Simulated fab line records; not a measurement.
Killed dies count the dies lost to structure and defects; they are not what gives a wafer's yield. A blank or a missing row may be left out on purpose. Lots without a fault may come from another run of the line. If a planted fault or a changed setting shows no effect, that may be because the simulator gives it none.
Which tool was responsible? || flow rit-cmos || 45 wafers from 15 lots sampled at 4 of the route's 202 steps

== WHAT EACH GAUGE READ, for each wafer ==
RIT_GATE_OVL_MEAS_17. Usual: for GATE_OVL the level is -0.4 nm and the standard deviation is 1.2.
{"lot": "L975", "measured": "day 2 12:22", "on": "overlay-01", "GATE_OVL (nm)": "0.0 0.5 -0.5", "flag": ""}
{"lot": "L976", "measured": "day 2 18:31", "on": "overlay-01", "GATE_OVL (nm)": "-0.6 0.5 -0.9", "flag": ""}
{"lot": "L977", "measured": "day 3 02:04", "on": "overlay-02", "GATE_OVL (nm)": "-1.8 -0.9 -0.1", "flag": ""}
{"lot": "L978", "measured": "day 3 04:40", "on": "overlay-02", "GATE_OVL (nm)": "-2.2 -1.3 -1.2", "flag": ""}
{"lot": "L979", "measured": "day 3 09:36", "on": "overlay-01", "GATE_OVL (nm)": "0.2 -1.1 -1.9", "flag": ""}
{"lot": "L980", "measured": "day 3 13:49", "on": "overlay-01", "GATE_OVL (nm)": "1.1 0.4 2.5", "flag": ""}
{"lot": "L981", "measured": "day 3 19:03", "on": "overlay-02", "GATE_OVL (nm)": "0.1 1.1 -0.9", "flag": ""}
{"lot": "L982", "measured": "day 3 22:54", "on": "overlay-02", "GATE_OVL (nm)": "-0.2 -1.7 -3.5", "flag": ""}
{"lot": "L986", "measured": "day 4 19:20", "on": "overlay-01", "GATE_OVL (nm)": "128.9 128.2 128.4", "flag": "OFF"}
{"lot": "L987", "measured": "day 4 23:48", "on": "overlay-01", "GATE_OVL (nm)": "129.1 131.2 131.2", "flag": "OFF"}
{"lot": "L988", "measured": "day 5 07:13", "on": "overlay-01", "GATE_OVL (nm)": "-1.0 -1.6 0.9", "flag": ""}
{"lot": "L990", "measured": "day 5 15:05", "on": "overlay-02", "GATE_OVL (nm)": "-2.1 0.8 0.0", "flag": ""}
{"lot": "L992", "measured": "day 6 03:17", "on": "overlay-01", "GATE_OVL (nm)": "131.6 131.2 131.4", "flag": "OFF"}
{"lot": "L993", "measured": "day 6 07:15", "on": "overlay-01", "GATE_OVL (nm)": "-0.4 -2.3 -1.3", "flag": ""}
{"lot": "L995", "measured": "day 6 18:46", "on": "overlay-02", "GATE_OVL (nm)": "-1.1 -1.7 -1.9", "flag": ""}

RIT_CONTACT_OVL_MEAS_09. Usual: for CONTACT_OVL the level is -1.6 nm and the standard deviation is 1.3.
{"lot": "L975", "measured": "day 3 03:23", "on": "overlay-02", "CONTACT_OVL (nm)": "-1.4 -0.6 -1.8", "flag": ""}
{"lot": "L976", "measured": "day 3 09:35", "on": "overlay-02", "CONTACT_OVL (nm)": "-0.9 -2.1 -1.6", "flag": ""}
{"lot": "L977", "measured": "day 3 17:02", "on": "overlay-02", "CONTACT_OVL (nm)": "-5.2 -4.5 -4.1", "flag": ""}
{"lot": "L978", "measured": "day 3 21:02", "on": "overlay-01", "CONTACT_OVL (nm)": "-1.1 -0.4 -2.5", "flag": ""}
{"lot": "L979", "measured": "day 4 00:50", "on": "overlay-02", "CONTACT_OVL (nm)": "-0.5 -0.5 -1.7", "flag": ""}
{"lot": "L980", "measured": "day 4 04:49", "on": "overlay-01", "CONTACT_OVL (nm)": "-2.7 -2.1 -2.7", "flag": ""}
{"lot": "L981", "measured": "day 4 10:16", "on": "overlay-02", "CONTACT_OVL (nm)": "-1.8 -1.5 -1.8", "flag": ""}
{"lot": "L982", "measured": "day 4 13:53", "on": "overlay-02", "CONTACT_OVL (nm)": "-2.1 -1.5 -3.0", "flag": ""}
{"lot": "L986", "measured": "day 5 10:21", "on": "overlay-01", "CONTACT_OVL (nm)": "-3.3 -3.0 -3.2", "flag": ""}
{"lot": "L987", "measured": "day 5 14:40", "on": "overlay-01", "CONTACT_OVL (nm)": "-0.8 0.4 -0.6", "flag": ""}
{"lot": "L988", "measured": "day 5 22:02", "on": "overlay-01", "CONTACT_OVL (nm)": "-0.8 -2.9 -0.4", "flag": ""}
{"lot": "L990", "measured": "day 6 06:15", "on": "overlay-02", "CONTACT_OVL (nm)": "-2.2 -2.1 -1.3", "flag": ""}
{"lot": "L992", "measured": "day 6 18:07", "on": "overlay-02", "CONTACT_OVL (nm)": "-0.5 -1.3 0.1", "flag": ""}
{"lot": "L993", "measured": "day 6 21:42", "on": "overlay-01", "CONTACT_OVL (nm)": "-2.5 -4.1 -2.6", "flag": ""}
{"lot": "L995", "measured": "day 7 09:31", "on": "overlay-01", "CONTACT_OVL (nm)": "-0.2 -1.2 -1.1", "flag": ""}

== WHAT TOOL EACH LOT RAN ON (gives the tool, then ch and the chambers of the sampled wafers, and finally the start) ==
{"lot": "L975", "RIT_GATE_EXPOSE_13": "iline-stepper-01 ch 0, day 2 11:51", "RIT_SILICIDE_RTA_04": "rtp-anneal-02 ch 0, day 3 01:53"}
{"lot": "L976", "RIT_GATE_EXPOSE_13": "iline-stepper-01 ch 0, day 2 18:00", "RIT_SILICIDE_RTA_04": "rtp-anneal-01 ch 0, day 3 08:01"}
{"lot": "L977", "RIT_GATE_EXPOSE_13": "iline-stepper-01 ch 0, day 3 01:34", "RIT_SILICIDE_RTA_04": "rtp-anneal-02 ch 0, day 3 15:41"}
{"lot": "L978", "RIT_GATE_EXPOSE_13": "iline-stepper-01 ch 0, day 3 04:11", "RIT_SILICIDE_RTA_04": "rtp-anneal-01 ch 0, day 3 19:40"}
{"lot": "L979", "RIT_GATE_EXPOSE_13": "iline-stepper-02 ch 0, day 3 09:07", "RIT_SILICIDE_RTA_04": "rtp-anneal-02 ch 0, day 3 23:20"}
{"lot": "L980", "RIT_GATE_EXPOSE_13": "iline-stepper-02 ch 0, day 3 13:13", "RIT_SILICIDE_RTA_04": "rtp-anneal-01 ch 0, day 4 03:24"}
{"lot": "L981", "RIT_GATE_EXPOSE_13": "iline-stepper-02 ch 0, day 3 18:33", "RIT_SILICIDE_RTA_04": "rtp-anneal-02 ch 0, day 4 08:45"}
{"lot": "L982", "RIT_GATE_EXPOSE_13": "iline-stepper-01 ch 0, day 3 22:24", "RIT_SILICIDE_RTA_04": "rtp-anneal-01 ch 0, day 4 12:23"}
{"lot": "L986", "RIT_GATE_EXPOSE_13": "iline-stepper-01 ch 0, day 4 18:50", "RIT_SILICIDE_RTA_04": "rtp-anneal-01 ch 0, day 5 08:55"}
{"lot": "L987", "RIT_GATE_EXPOSE_13": "iline-stepper-01 ch 0, day 4 23:17", "RIT_SILICIDE_RTA_04": "rtp-anneal-02 ch 0, day 5 13:17"}
{"lot": "L988", "RIT_GATE_EXPOSE_13": "iline-stepper-02 ch 0, day 5 06:43", "RIT_SILICIDE_RTA_04": "rtp-anneal-01 ch 0, day 5 20:33"}
{"lot": "L990", "RIT_GATE_EXPOSE_13": "iline-stepper-02 ch 0, day 5 14:34", "RIT_SILICIDE_RTA_04": "rtp-anneal-01 ch 0, day 6 04:52"}
{"lot": "L992", "RIT_GATE_EXPOSE_13": "iline-stepper-01 ch 0, day 6 02:46", "RIT_SILICIDE_RTA_04": "rtp-anneal-01 ch 0, day 6 16:39"}
{"lot": "L993", "RIT_GATE_EXPOSE_13": "iline-stepper-02 ch 0, day 6 06:44", "RIT_SILICIDE_RTA_04": "rtp-anneal-02 ch 0, day 6 20:19"}
{"lot": "L995", "RIT_GATE_EXPOSE_13": "iline-stepper-02 ch 0, day 6 18:15", "RIT_SILICIDE_RTA_04": "rtp-anneal-02 ch 0, day 7 08:01"}
- RIT_GATE_EXPOSE_13: exposes mask M6, target cd 150 nm.
- RIT_SILICIDE_RTA_04: time 10 s, ramp up 5 s, ramp down 5 s.

== AS READ BY THE TOOLS THEMSELVES (means over the sampled wafers that have a number; for cases with no such wafer, the mark the record gives instead) ==
RIT_SILICIDE_RTA_04. Usual: wafer_temp_C_max reads 652.9 (standard deviation 0.62).
{"lot": "L975", "tool": "rtp-anneal-02", "wafer_temp_C_max": 652.9, "flag": ""}
{"lot": "L976", "tool": "rtp-anneal-01", "wafer_temp_C_max": 652.5, "flag": ""}
{"lot": "L977", "tool": "rtp-anneal-02", "wafer_temp_C_max": 653.0, "flag": ""}
{"lot": "L978", "tool": "rtp-anneal-01", "wafer_temp_C_max": 652.7, "flag": ""}
{"lot": "L979", "tool": "rtp-anneal-02", "wafer_temp_C_max": 653.1, "flag": ""}
{"lot": "L980", "tool": "rtp-anneal-01", "wafer_temp_C_max": 652.3, "flag": ""}
{"lot": "L981", "tool": "rtp-anneal-02", "wafer_temp_C_max": 652.7, "flag": ""}
{"lot": "L982", "tool": "rtp-anneal-01", "wafer_temp_C_max": 652.9, "flag": ""}
{"lot": "L986", "tool": "rtp-anneal-01", "wafer_temp_C_max": 652.6, "flag": ""}
{"lot": "L987", "tool": "rtp-anneal-02", "wafer_temp_C_max": 653.8, "flag": ""}
{"lot": "L988", "tool": "rtp-anneal-01", "wafer_temp_C_max": 652.6, "flag": ""}
{"lot": "L990", "tool": "rtp-anneal-01", "wafer_temp_C_max": 652.9, "flag": ""}
{"lot": "L992", "tool": "rtp-anneal-01", "wafer_temp_C_max": 652.5, "flag": ""}
{"lot": "L993", "tool": "rtp-anneal-02", "wafer_temp_C_max": 653.3, "flag": ""}
{"lot": "L995", "tool": "rtp-anneal-02", "wafer_temp_C_max": 653.0, "flag": ""}

== THE ANSWER, worked out from the rows above alone ==
Rule: a lot counts as off when the mean over its wafers that have a number is more than 3 standard deviations away from the usual mean. A lot without any number at a reading at which 4 lots or more have one is off too. Any other lot the step has rows for is counted as sound. The gauges are gone through in route order, then the tools' own readings, and for those a lot's mean is taken as printed above. At the first step where some lot is off, the reading lying furthest off is the one used; lots without a number count as furthest.
Off: L986, L987, L992, at RIT_GATE_OVL_MEAS_17 (GATE_OVL).
A tool fits if, at a process step before that reading, it ran every lot that is off, and no sound lot after the first of them. The gauges at RIT_GATE_OVL_MEAS_17 are tried like those tools. One fits: RIT_GATE_EXPOSE_13 on iline-stepper-01. Its last sound lot is L982 (day 3 22:24), its first lot that is off L986 (day 4 18:50): a fault that began between those two fits.

== WHAT THE SIMULATOR HAD PUT IN ==
Scanner matching overlay: iline-stepper-01, from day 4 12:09 on, at RIT_GATE_EXPOSE_13. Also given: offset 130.
Lots struck among those shown: L986, L987, L992. The rule above reached the same finding.
